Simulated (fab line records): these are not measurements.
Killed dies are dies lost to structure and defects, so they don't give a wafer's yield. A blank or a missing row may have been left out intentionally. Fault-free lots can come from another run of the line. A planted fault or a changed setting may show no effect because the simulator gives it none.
Comparing a struck lot with a sound one / flow ritCmos / 19 steps out of a route of 202
Sound: wafers L396.1, L396.3, L396.5. Struck: wafers L402.3, L402.6. (L402.2 of the same lot was not struck and is left out.) The cause comes at the end.
Order at every step that has rows: each side's tool, ch and its chambers, its first start. Under that, the readings that differ: sound wafers / struck wafers / difference of the means / sigmas: that difference in standard deviations of wafers without a fault.
alike: a reading whose means differ by less than 2 such deviations, as well as words and numbers matching on both sides. not compared: withheld readings; readings where some wafer has no value; bounds like >300 that might hide an equal value; numbers whose values overlap and for which the record gives no deviation.
Wherever a step has rows on one side only, a row that says differs or no value, or a row with sigmas, the two part there. When numbers do not overlap yet have no deviation, they are printed without sigmas and do not part them. Lack of a reading on every wafer of one side parts them only where that side has two or more wafers.

RIT_M1_SPUTTER_00: material Al, target thk 400 nm, time 500 s.
  struck on pvdSputter-02, day 5 03:18; sound on pvdSputter-03, day 3 22:51
  alike: throttleValvePct
RIT_M1_RS_MEAS_01: the measuring method here is four-point-probe.
  struck on filmMetro-01, day 5 03:37; sound on filmMetro-04, day 3 23:09
  alike: M1_AL_RS
RIT_M1_THK_MEAS_02: measures by xrf.
  struck on filmMetro-01, day 5 03:43; sound on filmMetro-04, day 3 23:16
  alike: M1_AL_THK
then, 6 steps without rows for these wafers: RIT_M1_HMDS_03 (prime time 60 s); RIT_M1_COAT_04 (resist thk 1300 nm); RIT_M1_SOFTBAKE_05 (time 60 s); RIT_M1_EXPOSE_06 (exposes mask M12, target cd 2600 nm); RIT_M1_PEB_07; RIT_M1_DEVELOP_08 (develop time 68 s).
RIT_M1_CD_MEAS_09 targets a cd of 2600 nm.
  struck on cdSem-01, day 5 04:40; sound on cdSem-01, day 4 00:21
  alike: cdNm
RIT_M1_OVL_MEAS_10:
  struck on overlay-01, day 5 04:47; sound on overlay-02, day 4 00:28
reading=M1_OVL (nm); sound=1.1 1.3 0.4; struck=-2.1 -2.7; difference=-3.3; sigmas=-3
then, 1 step without rows for these wafers: RIT_M1_HARDBAKE_11 (time 120 s).
RIT_M1_METAL_ETCH_12: etches Al in Cl2/BCl3, stops on SiO2, time 165 s, target depth 600 nm.
  sound on rieMetal-03 ch 0,1, day 4 00:46; struck on rieMetal-03 ch 0, day 5 05:04
  alike: drypumpMotorCurrentA, oesProductAu, throttleValvePct
  not compared: rfHoursCounterH
then, 1 step without rows for these wafers: RIT_M1_STRIP_13 (strips in nmp, time 600 s).
RIT_M1_STRIP_14: strips in O2, time 180 s.
  sound on plasmaAsher-03 ch 0, day 4 01:05; struck on plasmaAsher-02 ch 1, day 5 05:25
reading=drypumpMotorCurrentA (A); sound=6.7 6.8 6.8; struck=5.8 5.8; difference=-1.0; sigmas=-3
  not compared: rfHoursCounterH
RIT_M1_CD_MEAS_90 targets a cd of 2600 nm.
  struck on cdSem-02, day 5 05:37; sound on cdSem-01, day 4 01:16
  alike: cdNm
then, 1 step without rows for these wafers: RIT_M1_ANNEAL_15 (time 1800 s).
RIT_M1_BOW_MEAS_16:
  struck on filmMetro-04, day 5 07:14; sound on filmMetro-03, day 4 02:53
  alike: M1_BOW
RIT_M1_PROBE_99:
  struck on prober-01, day 5 07:26; sound on prober-01, day 4 03:01
reading=defectLimitedYield (%); sound=97.7 97.7 99.2; struck=93.6 94.3; difference=-4.3; sigmas=-4
reading=killed_at_M0_to_M3; sound=0 0 0; struck=5 6; difference=+6; sigmas=
reading=killedAtContacts; sound=1 0 1; struck=0 0; difference=-1; sigmas=-2
reading=killedAtFrontEnd; sound=5 6 1; struck=12 9; difference=+6; sigmas=+2
reading=killedDies; sound=6 6 2; struck=17 15; difference=+11; sigmas=+4
reading=killedOpen; sound=3 3 1; struck=9 6; difference=+5; sigmas=+3
reading=sort_bin_5_function (%); sound=1.5 0.8 0; struck=3.8 3.0; difference=+2.6; sigmas=+3
reading=sort_bin_6_memory (%); sound=0.8 1.5 0.8; struck=2.3 2.3; difference=+1.3; sigmas=+2
reading=sortNPass; sound=258 258 262; struck=247 249; difference=-11; sigmas=-4
reading=sortYieldPct (%); sound=97.7 97.7 99.2; struck=93.6 94.3; difference=-4.3; sigmas=-4
reading=model.etest.tester.sortNPass; sound=258 258 262; struck=247 249; difference=-11; sigmas=
reading=model.etest.tester.sortYieldPct (%); sound=97.73 97.73 99.24; struck=93.56 94.32; difference=-4.29; sigmas=
reading=model.etest.tester.sort_bin_5_pct (%); sound=1.515 0.7576 0; struck=3.788 3.03; difference=+2.651; sigmas=
  alike: killedShort, sort_bin_3_pad_short

WHERE THEY PART
First at RIT_M1_OVL_MEAS_10; last, within this record, at RIT_M1_PROBE_99.

WHY: what the simulator had put in
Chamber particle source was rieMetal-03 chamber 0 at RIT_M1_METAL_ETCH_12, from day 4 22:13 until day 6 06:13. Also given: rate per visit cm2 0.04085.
